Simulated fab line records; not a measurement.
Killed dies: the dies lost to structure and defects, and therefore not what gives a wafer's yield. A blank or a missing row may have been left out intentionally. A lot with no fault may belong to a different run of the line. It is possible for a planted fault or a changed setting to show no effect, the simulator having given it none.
Which tool was responsible? :: flow rit_cmos :: 18 wafers from 6 lots sampled at 2 of the route's 202 steps

== WHAT THE GAUGES SHOWED, per wafer ==
RIT_GATE_THK_MEAS_07.
lot: L336
measured: day 2 21:48
on: film_metro-01
GATE_OXIDE_THK (nm): 2.97 3.02 3.02

lot: L338
measured: day 3 13:25
on: film_metro-04
GATE_OXIDE_THK (nm): 3.05 2.99 3.03

lot: L343
measured: day 4 10:42
on: film_metro-04
GATE_OXIDE_THK (nm): 3.00 2.97 2.93

lot: L346
measured: day 5 02:21
on: film_metro-01
GATE_OXIDE_THK (nm): 3.05 2.99 3.08

lot: L353
measured: day 6 12:31
on: film_metro-03
GATE_OXIDE_THK (nm): 2.99 3.10 2.99

lot: L356
measured: day 7 07:53
on: film_metro-03
GATE_OXIDE_THK (nm): 2.99 2.99 3.03

== WHICH TOOL RAN EACH LOT (tool, then ch and the chambers of the sampled wafers, then the start) ==
lot: L336
RIT_NRETRO_STRIP_09: plasma_asher-04 ch 0, day 2 17:57

lot: L338
RIT_NRETRO_STRIP_09: plasma_asher-02 ch 1, day 3 06:00

lot: L343
RIT_NRETRO_STRIP_09: plasma_asher-01 ch 0,1, day 4 06:08

lot: L346
RIT_NRETRO_STRIP_09: plasma_asher-04 ch 0,1, day 4 20:50

lot: L353
RIT_NRETRO_STRIP_09: plasma_asher-04 ch 0,1, day 6 07:16

lot: L356
RIT_NRETRO_STRIP_09: plasma_asher-04 ch 0,1, day 7 01:01
- RIT_NRETRO_STRIP_09: strips in O2, time 180 s.

== THE ANSWER, worked out from the rows above alone ==
Rule: what is usual is taken from the lots themselves. The widest of any qualifying gaps counts: lots, ordered by their means at a reading, are off when they make up no more than a third of the lots, leave a main group of 4 or more, and stand apart from it by 3 or more times the standard deviation of that group's means. A main group is skipped when, at the precision printed for the reading in the tables above, its means are all equal. Also off: a lot with no number at a reading for which 4 or more lots have one. Any other lot the step has rows for is counted as sound.
None of the lots is off at any reading shown; this tells nothing.

== WHAT HAD BEEN PUT IN BY THE SIMULATOR ==
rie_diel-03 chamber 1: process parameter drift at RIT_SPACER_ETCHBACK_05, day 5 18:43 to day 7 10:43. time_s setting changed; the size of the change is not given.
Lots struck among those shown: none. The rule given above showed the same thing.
